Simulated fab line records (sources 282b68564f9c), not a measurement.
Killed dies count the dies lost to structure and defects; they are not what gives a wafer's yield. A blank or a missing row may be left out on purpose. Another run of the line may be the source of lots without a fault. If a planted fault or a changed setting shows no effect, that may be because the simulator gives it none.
Struck lot and sound lot, side by side | flow rit-cmos | 43 out of 202 route steps
Sound: wafers L185.1, L185.4, L185.6. Struck: wafers L200.4, L200.5, L200.6. The cause is named last.
For every step that has rows: the tool of each side, followed by ch and its chambers, followed by its first start. Under that, the readings that differ: sound wafers | struck wafers | difference of the means | sigmas: that difference in standard deviations of wafers without a fault.
alike: words and numbers the same on both sides, and readings whose means are apart by under 2 such deviations; not compared: readings that were withheld, readings missing a value for some wafer, numbers with overlapping values and no deviation given by the record, and bounds like >300 which may hide the same value.
A row with sigmas, a row that says differs or no value, or rows on one side alone: a step with any of these is where the two part. Non-overlapping numbers with no deviation appear without sigmas and do not part them. A reading that every wafer of one side lacks parts them only if that side has two wafers or more.

first, 2 steps without rows for these wafers: RIT_NRETRO_HARDBAKE_07 (time 120 s); RIT_NRETRO_IMPLANT_08.
RIT_NRETRO_STRIP_09: strips in O2, time 180 s.
  sound on plasma-asher-01 ch 1, day 2 06:28; struck on plasma-asher-01 ch 0,1, day 5 08:10
  alike: drypump-motor-current-A, o2-flow-sccm
  not compared: rf-hours-counter-h
RIT_NRETRO_TW_MEAS_10:
  sound on film-metro-01, day 2 06:38; struck on film-metro-01, day 5 08:18
  alike: NRETRO_TW
then, 6 steps without rows for these wafers: RIT_PRETRO_HMDS_00 (prime time 60 s); RIT_PRETRO_COAT_01 (resist thk 1300 nm); RIT_PRETRO_SOFTBAKE_02 (time 60 s); RIT_PRETRO_EXPOSE_03 (exposes mask M5, target cd 43700 nm); RIT_PRETRO_PEB_04; RIT_PRETRO_DEVELOP_05 (develop time 68 s).
RIT_PRETRO_OVL_MEAS_06:
  sound on overlay-02, day 2 07:37; struck on overlay-01, day 5 09:22
  alike: PRETRO_OVL
then, 1 step without rows for these wafers: RIT_PRETRO_HARDBAKE_07 (time 120 s).
RIT_PRETRO_IMPLANT_08:
  sound on implanter-03 ch 0, day 2 07:54; struck on implanter-01 ch 0, day 5 09:42
RIT_PRETRO_STRIP_09: strips in O2, time 180 s.
  sound on plasma-asher-03 ch 0, day 2 08:03; struck on plasma-asher-01 ch 0,1, day 5 09:50
  alike: drypump-motor-current-A, o2-flow-sccm
  not compared: rf-hours-counter-h
RIT_PRETRO_TW_MEAS_10:
  sound on film-metro-04, day 2 08:14; struck on film-metro-03, day 5 09:59
  alike: PRETRO_TW
then, 5 steps without rows for these wafers: RIT_GATE_WET_ETCH_00 (etches SiO2 in BOE, target depth 56 nm, time 60 s); RIT_GATE_CLEAN_01 (cleans in SC1, time 600 s); RIT_GATE_CLEAN_02 (cleans in dHF, time 30 s); RIT_GATE_CLEAN_03 (cleans in SC2, time 600 s); RIT_GATE_CLEAN_04 (cleans in dHF, time 60 s).
RIT_FOX2_THK_MEAS_91:
  sound on film-metro-02, day 2 08:46; struck on film-metro-04, day 5 10:28
  reading                     | sound       | struck      | difference | sigmas
  FIELD_OXIDE_LEFT_2_THK (nm) | 254 256 263 | 268 275 270 | +13        | +2
then, 2 steps without rows for these wafers: RIT_GATE_OXIDATION_05 (target thk 3 nm, ox time 270 s); RIT_GATE_ANNEAL_06 (time 600 s).
RIT_GATE_THK_MEAS_07:
  sound on film-metro-04, day 2 10:08; struck on film-metro-02, day 5 12:25
  alike: GATE_OXIDE_THK
then, 1 step without rows for these wafers: RIT_GATE_CVD_08 (deposits poly-Si from SiH4, target thk 250 nm, time 2220 s).
RIT_GATE_THK_MEAS_09:
  sound on film-metro-02, day 2 11:49; struck on film-metro-04, day 5 14:05
  alike: GATE_POLY_THK
then, 6 steps without rows for these wafers: RIT_GATE_HMDS_10 (prime time 60 s); RIT_GATE_COAT_11 (resist thk 850 nm); RIT_GATE_SOFTBAKE_12 (time 58.29 s); RIT_GATE_EXPOSE_13 (exposes mask M6, target cd 150 nm); RIT_GATE_PEB_14; RIT_GATE_DEVELOP_15 (develop time 48.97 s).
RIT_GATE_CD_MEAS_16: the cd target is 150 nm.
  sound on cd-sem-01, day 2 12:51; struck on cd-sem-02, day 5 15:01
  alike: cd-nm
RIT_GATE_OVL_MEAS_17:
  sound on overlay-02, day 2 12:58; struck on overlay-01, day 5 15:06
  alike: GATE_OVL
then, 1 step without rows for these wafers: RIT_GATE_HARDBAKE_18 (time 60 s).
RIT_GATE_ETCH_19: etches poly-Si in SF6/CHF3/O2, stops on SiO2, time 165 s, target depth 312.5 nm.
  sound on rie-si-01 ch 0,2,3, day 2 13:10; struck on rie-si-02 ch 0,1, day 5 15:16
  reading                | sound             | struck          | difference | sigmas
  throttle-valve-pct (%) | 10.28 10.51 10.55 | 9.96 10.08 9.99 | -0.44      | -2
  alike: SF6_flow_sccm, drypump-motor-current-A, oes-product-au
  not compared: rf-hours-counter-h
RIT_GATE_STRIP_20: strips in O2, time 180 s.
  sound on plasma-asher-01 ch 0,1, day 2 13:16; struck on plasma-asher-04 ch 0,1, day 5 15:26
  alike: drypump-motor-current-A, o2-flow-sccm
  not compared: rf-hours-counter-h
RIT_GATE_CD_MEAS_90: the cd target is 150 nm.
  sound on cd-sem-02, day 2 13:26; struck on cd-sem-01, day 5 15:37
  alike: cd-nm
then, 4 steps without rows for these wafers: RIT_REOX_CLEAN_00 (cleans in SC1, time 600 s); RIT_REOX_CLEAN_01 (cleans in dHF, time 30 s); RIT_REOX_CLEAN_02 (cleans in SC2, time 600 s); RIT_REOX_OXIDATION_03 (target thk 25.2 nm, ox time 5580 s).
RIT_M1_PROBE_99:
  sound on prober-01, day 3 09:49; struck on prober-02, day 6 11:19
  reading                                      | sound                | struck               | difference | sigmas
  killed_at_M0_to_M3                           | 0 0 0                | 1 0 0                | +0         | +2
  model.etest.diode-nwell-sub.leak-log10-a-cm2 | -7.589 -7.499 -7.683 | -6.944 -6.789 -6.896 | +0.714     |
  model.etest.pmos_0p15.gate-bv-v (V)          | 4.743 4.774 4.713    | 4.503 4.568 4.572    | -0.196     |
  model.etest.nmos_0p15.gate-bv-v (V)          | 4.873 4.854 4.878    | 4.605 4.67 4.676     | -0.218     |
  model.etest.pmos_0p15.bv-v (V)               | 5.704 5.732 5.652    | 5.511 5.564 5.571    | -0.147     |
  model.etest.pmos_0p3.bv-v (V)                | 5.702 5.73 5.652     | 5.51 5.564 5.571     | -0.15      |
  model.etest.nmos_0p3.bv-v (V)                | 5.489 5.511 5.495    | 5.346 5.362 5.395    | -0.131     |
  model.etest.nmos_0p15.bv-v (V)               | 5.489 5.511 5.495    | 5.346 5.362 5.395    | -0.131     |
  alike: killed-at-contacts, killed-at-front-end, killed-dies, killed-open, killed-short

## WHERE THEY PART
At RIT_FOX2_THK_MEAS_91 first; at RIT_M1_PROBE_99 last (within this record only).

WHY: the cause the simulator had injected
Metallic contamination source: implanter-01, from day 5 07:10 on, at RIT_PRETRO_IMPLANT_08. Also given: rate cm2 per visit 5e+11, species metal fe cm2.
